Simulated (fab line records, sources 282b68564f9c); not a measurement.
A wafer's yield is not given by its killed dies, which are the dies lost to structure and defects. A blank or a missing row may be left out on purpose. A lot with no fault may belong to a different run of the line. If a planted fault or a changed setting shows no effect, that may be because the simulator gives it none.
fab line records    flow rit_cmos
[record] lots = 7  wafers = 21  last_day = 7
route steps=202 shown NRETRO@63 PRETRO@64 GATE@75 FOX2@80
lots that met no fault: from a run of the same line without faults
start_h: hours from the record's first day to the start of the lot's first wafer shown    wait_h: hours since the lot's step before    " repeats the value in the row above    L1.1+2: a single row standing in for several wafers    - value missing, or start not given    * or withheld: withheld    < > ~ a bound
route shown NAME@n: names a module that has steps shown in the file, with the first one's number in the route    usual: mean and standard deviation over wafers with no fault    same: alike in all rows    chamber/n: place in a boat    sites: per-site readings    _std_site: the standard deviation of these    _edge_site: mean of outer sites minus mean of inner sites    radius_mm: for every site, how far away it sits from the centre of the wafer    mask NAME#n: copy n    behind: tool/chamber where the wafer was last shaped    hold: cause of the lot's hold/its duration in hours/its outcome    device: the n, p or np transistor that did not switch    end of line: the same wafers' tests at the end of the route    step lacking rows: just its recipe    killed: dies lost to structure and defects at the first sort, not the wafer's yield    map: dies across one wafer; x = killed, . = not, _ = none there
set.NAME: the setting as run; set.NAME@STEP: as run at that earlier step    model.NAME: the simulator's own value behind a step, which no gauge read
certain route steps with their lots: each step a table, each wafer a row
services: from which hour (start_h, from the record's first day; less than 0 if before it) a tool's chamber was out of use, for how many hours, and why
[[steps]]
[step RIT_NRETRO_TW_MEAS_10]
[usual] NRETRO_TW = 1053/6.5
lot.wafer  tool           chamber  start_h  wait_h  NRETRO_TW
L919.1     film_metro-02  -        30.46    0.1     1053
L919.3     "              -        "        "       1050
L919.6     "              -        "        "       1044
L936.1     film_metro-04  -        117.39   0.1     1055
L936.3     "              -        "        "       1054
L936.6     "              -        "        "       1053
L937.3     film_metro-04  -        122.14   0.1     1060
L937.5     "              -        "        "       1061
L937.6     "              -        "        "       1051
L938.1     film_metro-04  -        129.14   0.1     1060
L938.5     "              -        "        "       1054
L938.6     "              -        "        "       1054
L939.1     film_metro-03  -        130.29   0.1     1049
L939.4     "              -        "        "       1052
L939.6     "              -        "        "       1048
L940.1     film_metro-03  -        135.32   0.1     1050
L940.3     "              -        "        "       1052
L940.4     "              -        "        "       1049
L942.1     film_metro-04  -        148.83   0.1     1055
L942.5     "              -        "        "       1057
L942.6     "              -        "        "       1058
[step RIT_PRETRO_HMDS_00]
[recipe] prime_time_s = 60  prime_temp_c = 140
[step RIT_PRETRO_COAT_01]
[recipe] resist = NOVOLAK  spin_rpm = 2000  resist_thk_nm = 1300
[step RIT_PRETRO_SOFTBAKE_02]
[recipe] resist = NOVOLAK  temp_c = 90  time_s = 60
[step RIT_PRETRO_EXPOSE_03]
[recipe] mask_id = M5  na = 0.57  target_cd_nm = 43700  dose_mj = 250
[step RIT_PRETRO_PEB_04]
[recipe] resist = NOVOLAK  temp_c = withheld  time_s = withheld
[step RIT_PRETRO_DEVELOP_05]
[recipe] resist = NOVOLAK  develop_time_s = 68  dev_temp_c = 23
[step RIT_PRETRO_OVL_MEAS_06]
[usual] PRETRO_OVL = -0.1/1.2
lot.wafer  tool        chamber  start_h  wait_h  PRETRO_OVL[nm]
L919.1     overlay-01  -        31.40    -       0.8
L919.3     "           -        "        "       1.8
L919.6     "           -        "        "       2.5
L936.1     overlay-02  -        118.33   -       -1.7
L936.3     "           -        "        "       -1.6
L936.6     "           -        "        "       -1.8
L937.3     overlay-02  -        123.08   -       -2.3
L937.5     "           -        "        "       -1.5
L937.6     "           -        "        "       -1.3
L938.1     overlay-02  -        130.22   -       -1.7
L938.5     "           -        "        "       0.0
L938.6     "           -        "        "       -1.3
L939.1     overlay-01  -        131.51   -       -1.6
L939.4     "           -        "        "       -0.3
L939.6     "           -        "        "       0.1
L940.1     overlay-01  -        136.36   -       1.9
L940.3     "           -        "        "       -0.4
L940.4     "           -        "        "       0.9
L942.1     overlay-02  -        149.77   -       0.8
L942.5     "           -        "        "       -0.2
L942.6     "           -        "        "       0.0
[step RIT_PRETRO_HARDBAKE_07]
[recipe] resist = NOVOLAK  temp_c = 140  time_s = 120
[step RIT_PRETRO_IMPLANT_08]
[recipe] species = B  energy_kev = 45  dose_cm2 = 1.2e+13  tilt_deg = 7
[step RIT_PRETRO_STRIP_09]
[recipe] chemistry = O2  time_s = 180  resist = NOVOLAK  platen_temp_c = withheld  power_w = 500  pressure_mtorr = 4000  o2_flow_sccm = 4000
[usual] drypump_motor_current_A = 5.4/0.35
lot.wafer  tool             chamber  start_h  wait_h  drypump_motor_current_A  rf_hours_counter_h
L919.1     plasma_asher-02  0        31.83    0.1     5.6                      38
L919.3     "                1        "        "       4.9                      -
L919.6     "                1        "        "       4.9                      -
L936.1     plasma_asher-03  1        118.77   0.1     5.5                      48
L936.3     "                0        "        "       5.1                      -
L936.6     "                0        "        "       5.2                      -
L937.3     plasma_asher-02  1        123.72   0.1     4.9                      -
L937.5     "                1        "        "       4.9                      -
L937.6     "                0        "        "       5.6                      -
L938.1     plasma_asher-01  1        130.65   0.1     5.8                      2
L938.5     "                0        "        "       5.9                      -
L938.6     "                1        "        "       5.8                      -
L939.1     plasma_asher-03  0        131.94   0.1     5.1                      50
L939.4     "                0        "        "       5.2                      -
L939.6     "                0        "        "       5.1                      -
L940.1     plasma_asher-03  1        136.79   0.1     5.4                      50
L940.3     "                0        "        "       5.2                      -
L940.4     "                1        "        "       5.5                      -
L942.1     plasma_asher-02  0        150.20   0.1     5.6                      49
L942.5     "                0        "        "       5.6                      -
L942.6     "                1        "        "       4.9                      -
[step RIT_PRETRO_TW_MEAS_10]
[usual] PRETRO_TW = 475.7/2.1
lot.wafer  tool           chamber  start_h  wait_h  PRETRO_TW
L919.1     film_metro-01  -        32.01    0.1     473.7
L919.3     "              -        "        "       475.7
L919.6     "              -        "        "       474.3
L936.1     film_metro-01  -        118.94   0.1     471.2
L936.3     "              -        "        "       475.3
L936.6     "              -        "        "       476.6
L937.3     film_metro-01  -        123.86   0.1     475.4
L937.5     "              -        "        "       471.8
L937.6     "              -        "        "       475.8
L938.1     film_metro-01  -        130.83   0.1     470.7
L938.5     "              -        "        "       476.5
L938.6     "              -        "        "       473.9
L939.1     film_metro-01  -        132.12   0.1     475.2
L939.4     "              -        "        "       471.7
L939.6     "              -        "        "       471.8
L940.1     film_metro-04  -        136.97   0.1     476.1
L940.3     "              -        "        "       477.5
L940.4     "              -        "        "       477.5
L942.1     film_metro-02  -        150.38   0.1     474.2
L942.5     "              -        "        "       473.8
L942.6     "              -        "        "       473.3
[step RIT_GATE_WET_ETCH_00]
[recipe] chemistry = BOE  target = SiO2  target_depth_nm = 56  time_s = 60  dry = n2_spin  dilution = 10:1  temp_c = 21.5
[usual] bath_heat_duty_pct = 1.7/0.34  run_length_s = 89/3.2  temp_c = 21.50/0.11
lot.wafer  tool          chamber  start_h  wait_h  bath_heat_duty_pct  run_length_s  temp_c  model.SiO2_of_FOX2_OXIDATION_00.thk_nm  model.SiO2_of_ACTIVE_OXIDATION_01.thk_nm
L919.1     wet_bench-02  3        32.07    0.1     1.7                 92            21.50   269.5                                   0
L919.3     "             3        "        "       1.8                 92            21.62   277                                     0
L919.6     "             3        "        "       1.5                 92            21.56   272.5                                   0
L936.1     wet_bench-03  1        119.00   0.1     1.7                 85            21.46   262.7                                   0
L936.3     "             1        "        "       2.0                 85            21.38   261.9                                   0
L936.6     "             1        "        "       1.7                 85            21.55   265.3                                   0
L937.3     wet_bench-04  0        123.90   0.0     -                   -             -       335.3                                   42.03
L937.5     "             0        "        "       -                   -             -       334.2                                   42.57
L937.6     "             0        "        "       -                   -             -       327.5                                   41.31
L938.1     wet_bench-03  3        130.89   0.1     -                   -             -       323.4                                   42.6
L938.5     "             3        "        "       -                   -             -       326.3                                   41.73
L938.6     "             3        "        "       -                   -             -       323.9                                   42.8
L939.1     wet_bench-03  1        132.18   0.1     -                   -             -       329.6                                   40.66
L939.4     "             1        "        "       -                   -             -       332                                     40.41
L939.6     "             1        "        "       -                   -             -       325.6                                   40.68
L940.1     wet_bench-04  2        137.03   0.1     1.6                 86            21.52   265.5                                   0
L940.3     "             2        "        "       1.3                 86            21.43   263                                     0
L940.4     "             2        "        "       1.4                 86            21.54   270.9                                   0
L942.1     wet_bench-02  2        150.44   0.1     1.8                 94            21.48   265.5                                   0
L942.5     "             2        "        "       1.8                 94            21.48   268                                     0
L942.6     "             2        "        "       1.6                 94            21.32   268.3                                   0
[step RIT_GATE_CLEAN_01]
[recipe] chemistry = SC1  mix = 3:3:50  time_s = 600  temp_c = 75
[step RIT_GATE_CLEAN_02]
[recipe] chemistry = dHF  dilution = 50:1  time_s = 30
[step RIT_GATE_CLEAN_03]
[recipe] chemistry = SC2  mix = 3:3:50  time_s = 600  temp_c = 75  dry = n2_spin
[step RIT_GATE_CLEAN_04]
[recipe] chemistry = dHF  dilution = 50:1  time_s = 60  dry = n2_spin
[step RIT_FOX2_THK_MEAS_91]
[recipe] reads = SiO2_of_FOX2_OXIDATION_00
[usual] FIELD_OXIDE_LEFT_2_THK = 254/6.8
lot.wafer  tool           chamber  start_h  wait_h  FIELD_OXIDE_LEFT_2_THK[nm]
L919.1     film_metro-04  -        32.50    0.0     257
L919.3     "              -        "        "       265
L919.6     "              -        "        "       260
L936.1     film_metro-01  -        119.42   0.0     251
L936.3     "              -        "        "       250
L936.6     "              -        "        "       253
L937.3     film_metro-03  -        124.34   0.0     323
L937.5     "              -        "        "       322
L937.6     "              -        "        "       316
L938.1     film_metro-04  -        131.32   0.0     311
L938.5     "              -        "        "       314
L938.6     "              -        "        "       312
L939.1     film_metro-04  -        132.60   0.0     318
L939.4     "              -        "        "       320
L939.6     "              -        "        "       313
L940.1     film_metro-04  -        137.44   0.0     253
L940.3     "              -        "        "       251
L940.4     "              -        "        "       259
L942.1     film_metro-03  -        150.87   0.0     253
L942.5     "              -        "        "       256
L942.6     "              -        "        "       256
[step RIT_GATE_OXIDATION_05]
[recipe] temp_c = 900  ambient = O2  target_thk_a = 30  ox_time_s = 270
[step RIT_GATE_ANNEAL_06]
[recipe] temp_c = 900  time_s = 600  ambient = N2O
[step RIT_GATE_CVD_08]
[recipe] material = poly-Si  target_thk_nm = 250  temp_c = 610  precursor = SiH4  time_s = 2220  pressure_mtorr = 300  sih4_flow_sccm = 100
[step RIT_GATE_HMDS_10]
[recipe] prime_time_s = 60  prime_temp_c = 140
[step RIT_GATE_COAT_11]
[recipe] resist = NOVOLAK  spin_rpm = 4250  resist_thk_nm = 850
[step RIT_GATE_SOFTBAKE_12]
[recipe] resist = NOVOLAK  temp_c = 90  time_s = 60
[step RIT_GATE_EXPOSE_13]
[recipe] mask_id = M6  na = 0.6  source_shape = conventional  sigma_outer = 0.6  target_cd_nm = 150  dose_mj = 380
[step RIT_GATE_PEB_14]
[recipe] resist = NOVOLAK  temp_c = withheld  time_s = withheld
[step RIT_GATE_DEVELOP_15]
[recipe] resist = NOVOLAK  develop_time_s = 50  dev_temp_c = 23
[step RIT_GATE_CD_MEAS_16]
[recipe] target_cd_nm = 150
[usual] cd_nm = 149.6/2
lot.wafer  tool       chamber  start_h  wait_h  cd_nm
L919.1     cd_sem-01  -        37.41    -       150.9
L919.3     "          -        "        "       150.7
L919.6     "          -        "        "       149.5
L936.1     cd_sem-02  -        123.91   -       148.8
L936.3     "          -        "        "       149.0
L936.6     "          -        "        "       148.9
L937.3     cd_sem-02  -        131.03   -       150.2
L937.5     "          -        "        "       150.9
L937.6     "          -        "        "       150.2
L938.1     cd_sem-01  -        136.15   -       150.7
L938.5     "          -        "        "       152.5
L938.6     "          -        "        "       151.4
L939.1     cd_sem-01  -        136.71   -       149.9
L939.4     "          -        "        "       149.2
L939.6     "          -        "        "       149.5
L940.1     cd_sem-01  -        147.73   -       151.7
L940.3     "          -        "        "       152.2
L940.4     "          -        "        "       149.8
L942.1     cd_sem-01  -        155.92   -       151.9
L942.5     "          -        "        "       148.9
L942.6     "          -        "        "       150.1
[step RIT_GATE_OVL_MEAS_17]
[usual] GATE_OVL = 0.1/1.4
lot.wafer  tool        chamber  start_h  wait_h  GATE_OVL[nm]
L919.1     overlay-02  -        37.53    0.1     0.8
L919.3     "           -        "        "       -0.2
L919.6     "           -        "        "       -1.2
L936.1     overlay-02  -        124.03   0.1     -0.7
L936.3     "           -        "        "       -0.1
L936.6     "           -        "        "       1.0
L937.3     overlay-02  -        131.13   0.1     0.7
L937.5     "           -        "        "       -0.3
L937.6     "           -        "        "       -0.4
L938.1     overlay-02  -        136.27   0.1     -1.7
L938.5     "           -        "        "       -0.1
L938.6     "           -        "        "       -0.1
L939.1     overlay-02  -        136.83   0.1     0.8
L939.4     "           -        "        "       0.3
L939.6     "           -        "        "       0.0
L940.1     overlay-01  -        147.85   0.1     0.6
L940.3     "           -        "        "       -1.9
L940.4     "           -        "        "       -1.3
L942.1     overlay-02  -        156.04   0.1     0.6
L942.5     "           -        "        "       0.8
L942.6     "           -        "        "       0.8
[step RIT_GATE_HARDBAKE_18]
[recipe] resist = NOVOLAK  temp_c = 140  time_s = 60
[step RIT_GATE_ETCH_19]
[recipe] chemistry = SF6/CHF3/O2  time_s = 165  SF6_flow_sccm = 30  CHF3_flow_sccm = 30  O2_flow_sccm = 5  target = poly-Si  pressure_mtorr = 40  rf_w = 160  target_depth_a = 3125  over_etch_frac = 0.25  stop_on = SiO2
[usual] CHF3_flow_sccm = 30.00/0.091  O2_flow_sccm = 5.002/0.016  drypump_motor_current_A = 5.5/0.6  oes_product_au = 0.850/0.016  throttle_valve_pct = 10.22/0.18
lot.wafer  tool       chamber  start_h  wait_h  CHF3_flow_sccm  O2_flow_sccm  drypump_motor_current_A  oes_product_au  rf_hours_counter_h  throttle_valve_pct  model.SiO2_of_FOX2_OXIDATION_00.thk_nm
L919.1     rie_si-01  3        37.71    0.1     29.88           5.000         5.2                      0.860           44                  10.34               246.9
L919.3     "          2        "        "       30.02           5.005         4.6                      0.851           2                   9.93                254
L919.6     "          2        "        "       30.07           4.990         4.7                      0.849           -                   9.96                249.4
L936.1     rie_si-02  0        124.22   0.1     29.99           4.981         5.9                      0.848           42                  10.38               240
L936.3     "          2        "        "       30.02           4.960         5.0                      0.844           139                 10.16               238.9
L936.6     "          0        "        "       30.02           4.979         5.9                      0.852           -                   10.36               242.4
L937.3     rie_si-01  1        131.30   0.1     30.06           5.019         6.6                      0.870           23                  10.33               312.5
L937.5     "          1        "        "       30.02           5.007         6.6                      0.864           -                   10.32               311.5
L937.6     "          2        "        "       30.06           4.987         4.6                      0.847           -                   9.97                304.8
L938.1     rie_si-02  3        136.57   0.1     29.90           4.987         5.7                      0.818           96                  10.13               300.2
L938.5     "          0        "        "       30.03           5.003         5.9                      0.841           -                   10.36               303.6
L938.6     "          1        "        "       30.01           4.983         4.8                      0.849           -                   9.99                301.2
L939.1     rie_si-01  3        137.02   0.1     29.93           4.992         5.2                      0.874           45                  10.33               306.8
L939.4     "          1        "        "       30.02           5.035         6.6                      0.864           23                  10.33               309
L939.6     "          0        "        "       30.10           5.012         5.6                      0.873           -                   10.50               302.8
L940.1     rie_si-02  3        148.03   0.1     30.23           5.001         5.7                      0.828           96                  10.12               242.1
L940.3     "          1        "        "       30.14           4.990         4.9                      0.850           102                 10.00               240.2
L940.4     "          0        "        "       29.82           4.991         5.9                      0.863           43                  10.36               248.3
L942.1     rie_si-02  3        156.23   0.1     29.93           5.019         5.7                      0.816           96                  10.13               242
L942.5     "          3        "        "       30.02           5.026         5.7                      0.818           -                   10.12               244.5
L942.6     "          0        "        "       29.95           5.013         5.9                      0.849           -                   10.37               245.3
[step RIT_GATE_STRIP_20]
[recipe] chemistry = O2  time_s = 180  resist = NOVOLAK  platen_temp_c = withheld  power_w = 500  pressure_mtorr = 4000  o2_flow_sccm = 4000
[usual] drypump_motor_current_A = 5.6/0.4
lot.wafer  tool             chamber  start_h  wait_h  drypump_motor_current_A  rf_hours_counter_h
L919.1     plasma_asher-01  0        37.82    0.1     5.9                      41
L919.3     "                1        "        "       5.8                      -
L919.6     "                0        "        "       5.9                      -
L936.1     plasma_asher-04  0        124.33   0.1     6.1                      34
L936.3     "                0        "        "       6.1                      -
L936.6     "                1        "        "       5.3                      -
L937.3     plasma_asher-01  0        131.47   0.1     5.9                      -
L937.5     "                0        "        "       5.9                      -
L937.6     "                1        "        "       5.8                      -
L938.1     plasma_asher-02  0        136.68   0.1     5.6                      48
L938.5     "                0        "        "       5.6                      -
L938.6     "                1        "        "       4.9                      -
L939.1     plasma_asher-04  0        137.13   0.1     6.1                      36
L939.4     "                1        "        "       5.3                      -
L939.6     "                0        "        "       6.1                      -
L940.1     plasma_asher-04  0        148.14   0.1     6.1                      37
L940.3     "                0        "        "       6.1                      -
L940.4     "                1        "        "       5.2                      -
L942.1     plasma_asher-01  0        156.34   0.1     5.9                      5
L942.5     "                1        "        "       5.8                      -
L942.6     "                0        "        "       5.9                      -
[[services]]
tool             chamber  start_h  hours  kind
wet_bench-03     -        10.26    0.8    repair
rie_si-01        1        68.54    6.2    repair
plasma_asher-02  -        75.76    0.5    repair
rie_si-02        3        78.18    1.3    repair
plasma_asher-01  -        81.88    3.2    repair
plasma_asher-01  -        108.75   9.0    pm
plasma_asher-01  0        108.75   9.0    vent_cycle
plasma_asher-01  1        108.75   9.0    vent_cycle
plasma_asher-01  -        110.76   0.7    repair
plasma_asher-01  0        117.75   -      clean
plasma_asher-01  1        117.75   -      clean
plasma_asher-02  -        124.14   9.8    repair
[[key]]
[first_sign] step = RIT_GATE_WET_ETCH_00  reading = tool_record  direction = missing
[effect] step = RIT_FOX2_THK_MEAS_91  reading = FIELD_OXIDE_LEFT_2_THK  direction = up  sigmas = 9.1  usual = 254  struck = 317
[model_effect] step = RIT_GATE_WET_ETCH_00  value = SiO2_of_FOX2_OXIDATION_00.thk_nm  without = 272.8  struck = 328.7
[model_effect] step = RIT_GATE_ETCH_19  value = SiO2_of_FOX2_OXIDATION_00.thk_nm  without = 249.9  struck = 305.8
met_at RIT_GATE_WET_ETCH_00
struck_wafers L937.3,L937.5,L937.6,L938.1,L938.5,L938.6,L939.1,L939.4,L939.6
later_rows_left_out L937.3,L937.5,L937.6,L938.1,L938.5,L938.6,L939.1,L939.4,L939.6
sort_left_out L937.3,L937.5,L937.6,L938.1,L938.5,L938.6,L939.1,L939.4,L939.6
tester_left_out L937,L938,L939
onset_between 119.00 123.90
[fault] kind = skipped_step_whole  tool = wet_bench-03,wet_bench-04  chamber = -  onset_h = 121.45  steps = RIT_GATE_WET_ETCH_00  scope = struck_lots_only
// tester_left_out: of these lots the tester's yield and bins aren't shown, on N5 and GAA mostly nor the transistor test; their killed dies are dies lost to structure and defects alone, not to doping, threshold or leakage, so they don't give the yield
// sort_left_out: the simulated sort isn't trusted on such a fault, so these wafers' sort isn't shown, and their yield isn't known
// later_rows_left_out: the simulator's readings of these wafers behind a module that went badly wrong aren't trusted and aren't shown, but for the sort
